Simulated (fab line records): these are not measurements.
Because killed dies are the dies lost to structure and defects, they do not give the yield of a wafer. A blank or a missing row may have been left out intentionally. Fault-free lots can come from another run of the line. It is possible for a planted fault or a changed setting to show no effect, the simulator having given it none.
What tool caused it? ; flow berkeley cmos170 ; 42 wafers sampled from 14 lots at 1 step of a route of 331

## WHAT EACH GAUGE READ, for each wafer
The record holds no reading of a measuring or inspecting step that can be judged against a usual standard deviation.

## WHICH TOOL RAN EACH LOT (tool, then ch and the chambers of the sampled wafers, then the start)
lot;UCB170_ZERO_PEB_04
L808;litho track-01 ch 0, day 2 04:04
L810;litho track-02 ch 0, day 2 14:44
L812;litho track-03 ch 0, day 3 00:26
L814;litho track-01 ch 0, day 3 09:18
L815;litho track-03 ch 0, day 3 09:32
L817;litho track-02 ch 0, day 3 19:55
L820;litho track-02, day 4 15:13
L821;litho track-03, day 4 15:47
L822;litho track-03 ch 0, day 4 19:25
L825;litho track-03 ch 0, day 5 13:37
L827;litho track-02 ch 0, day 6 02:30
L828;litho track-01 ch 0, day 6 07:55
L829;litho track-01 ch 0, day 6 13:12
L830;litho track-03 ch 0, day 6 18:56
- UCB170_ZERO_PEB_04

## AS READ BY THE TOOLS THEMSELVES (means over the sampled wafers that have a number; for cases with no such wafer, the mark the record gives instead)
UCB170_ZERO_PEB_04.
lot;tool;chill plate temp C (C);exhaust pa (Pa)
L808;litho track-01;22.96;45.1
L810;litho track-02;22.87;45.3
L812;litho track-03;22.82;44.9
L814;litho track-01;23.13;45.5
L815;litho track-03;23.03;45.2
L817;litho track-02;22.93;45.1
L820;litho track-02;-;-
L821;litho track-03;-;-
L822;litho track-03;22.95;45.6
L825;litho track-03;23.09;43.5
L827;litho track-02;23.10;44.8
L828;litho track-01;23.11;44.5
L829;litho track-01;22.96;44.7
L830;litho track-03;23.09;45.2

## THE ANSWER, worked out from the rows above alone
Rule: usual is defined by the lots themselves. The widest of any qualifying gaps counts: lots, ordered by their means at a reading, are off when they make up no more than a third of the lots, leave a main group of 4 or more, and stand apart from it by 3 or more times the standard deviation of that group's means. Not used: any main group whose means are identical at the precision the tables above print for the reading. A lot without any number at a reading at which 4 lots or more have one is off too. Where the step has rows for the other lots, those lots are counted as sound. The gauges are gone through in route order, then the tools' own readings, and for those a lot's mean is taken as printed above. The first step at which some lot is off is used, and at that step the reading that is off furthest; a lot without a number counts as furthest.
Off, at UCB170_ZERO_PEB_04 on chill plate temp C: L820, L821. Without a number there: L820, L821. For the main group the mean is 23.00 C and the standard deviation 0.098.
A tool fits if, at that step or a process step before it, it ran every lot that is off, and no sound lot after the first of them. None of those tried fits.

## WHAT WAS PUT IN BY THE SIMULATOR
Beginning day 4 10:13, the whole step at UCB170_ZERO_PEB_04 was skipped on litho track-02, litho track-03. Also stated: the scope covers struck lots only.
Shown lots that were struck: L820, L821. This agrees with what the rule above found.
